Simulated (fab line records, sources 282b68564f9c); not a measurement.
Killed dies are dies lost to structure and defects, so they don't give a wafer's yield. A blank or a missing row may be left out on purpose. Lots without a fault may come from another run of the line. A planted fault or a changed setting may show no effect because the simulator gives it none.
A struck lot beside a sound one | flow rit_cmos | 16 steps out of a route of 202
Sound: wafers L940.1, L940.3, L940.6. Struck: wafers L942.2, L942.3, L942.6. The cause comes at the end.
At each step with rows: each side's tool, then ch and its chambers, then its first start. Under that, the readings that differ: sound wafers | struck wafers | difference of the means | sigmas: that difference in standard deviations of wafers without a fault.
alike: readings whose means differ by less than 2 such deviations, and words and numbers that are the same on both sides. not compared: withheld readings, readings that some wafer has no value for, bounds like >300 that may hide the same value, and numbers for which the record gives no deviation and whose values overlap.
The two part at a step that has a row with sigmas, a row that says differs or no value, or rows on one side only. Numbers that don't overlap but have no deviation are shown without sigmas and don't part them. A reading that every wafer of one side lacks parts them only if that side has two wafers or more.

RIT_ACTIVE_BOW_MEAS_00:
  sound on film_metro-02, day 1 20:00; struck on film_metro-04, day 2 06:01
  alike: INCOMING_BOW
then, 1 step without rows for these wafers: RIT_ACTIVE_OXIDATION_01 (target thk 46.8 nm, ox time 3360 s).
RIT_ACTIVE_THK_MEAS_02:
  sound on film_metro-04, day 1 22:34; struck on film_metro-04, day 2 08:04
  alike: ACTIVE_OXIDE_THK
then, 1 step without rows for these wafers: RIT_ACTIVE_CVD_03 (deposits Si3N4 from SiH2Cl2/NH3, target thk 150 nm, time 1500 s).
RIT_ACTIVE_THK_MEAS_04:
  sound on film_metro-03, day 2 00:45; struck on film_metro-03, day 2 09:35
  alike: ACTIVE_NITRIDE_THK
then, 3 steps without rows for these wafers: RIT_ACTIVE_HMDS_05 (prime time 60 s); RIT_ACTIVE_COAT_06 (resist thk 1000 nm); RIT_ACTIVE_SOFTBAKE_07 (time 60 s).
RIT_ACTIVE_EXPOSE_08: exposes mask M1, target cd 1400 nm.
  sound on iline_stepper-01 ch 0, day 2 01:16; struck on iline_stepper-02 ch 0, day 2 10:06
  reading | sound          | struck                  | difference | sigmas
  mask    | M1#0 M1#0 M1#0 | M1_R1#0 M1_R1#0 M1_R1#0 | differs    |
  alike: exposure_dose_mJ_cm2
then, 2 steps without rows for these wafers: RIT_ACTIVE_PEB_09; RIT_ACTIVE_DEVELOP_10 (develop time 50 s).
RIT_ACTIVE_CD_MEAS_11: target cd 1400 nm.
  sound on cd_sem-01, day 2 01:40; struck on cd_sem-02, day 2 10:30
  reading    | sound                | struck               | difference | sigmas
  cd_nm (nm) | 1400.2 1402.2 1400.6 | 1278.9 1278.9 1276.7 | -122.8     | -56
then, 1 step without rows for these wafers: RIT_ACTIVE_HARDBAKE_12 (time 60 s).
RIT_ACTIVE_ETCH_13: etches Si3N4 in SF6, stops on SiO2, time 210 s, target depth 210 nm.
  sound on rie_diel-02 ch 0,2, day 2 01:56; struck on rie_diel-04 ch 2,3, day 2 10:45
  reading                 | sound          | struck         | difference | sigmas
  model.ACTIVE.cd_nm (nm) | 1400 1402 1401 | 1279 1279 1277 | -123       |
  alike: drypump_motor_current_A, oes_product_au, rf_fwd_power_W, throttle_valve_pct
  not compared: rf_hours_counter_h
RIT_ACTIVE_STRIP_14: strips in O2, time 180 s.
  sound on plasma_asher-01 ch 0,1, day 2 02:04; struck on plasma_asher-02 ch 0,1, day 2 10:53
  alike: drypump_motor_current_A, o2_flow_sccm, rf_refl_power_W
  not compared: rf_hours_counter_h
RIT_M1_PROBE_99:
  sound on prober-02, day 3 23:14; struck on prober-02, day 4 10:42
  reading                              | sound                | struck             | difference | sigmas
  model.etest.pplus_sal.width_nm (nm)  | 3424 3442 3451       | 3326 3325 3346     | -107       |
  model.etest.nplus_sal.width_nm (nm)  | 3444 3434 3440       | 3311 3320 3336     | -117       |
  model.etest.nldd.width_nm (nm)       | 3162 3168 3181       | 3036 3064 3065     | -115       |
  model.etest.pldd.width_nm (nm)       | 3176 3181 3167       | 3067 3027 3072     | -119       |
  model.etest.nmos_narrow.drive_ua_um  | 223.3 231.4 225.7    | 203.8 205.4 206.9  | -21.4      |
  model.etest.pmos_narrow.drive_ua_um  | 100.9 102.9 100.3    | 89.71 90.94 92.33  | -10.37     |
  model.etest.field_p.vt_v (V)         | -12.69 -12.75 -12.69 | -12.8 -12.8 -12.85 | -0.1       |
  model.etest.iso_nwell_nwell.bv_v (V) | 22.05 21.65 21.92    | 22.48 22.51 22.44  | +0.60      |
  alike: killed_at_contacts, killed_at_front_end, killed_dies, killed_on_rim, killed_open, killed_short

WHERE THEY PART
First at RIT_ACTIVE_EXPOSE_08; last, within this record, at RIT_ACTIVE_CD_MEAS_11. Later steps at which nothing parts them and some readings are alike: RIT_ACTIVE_ETCH_13, RIT_ACTIVE_STRIP_14, RIT_M1_PROBE_99.

WHY: what the simulator had put in
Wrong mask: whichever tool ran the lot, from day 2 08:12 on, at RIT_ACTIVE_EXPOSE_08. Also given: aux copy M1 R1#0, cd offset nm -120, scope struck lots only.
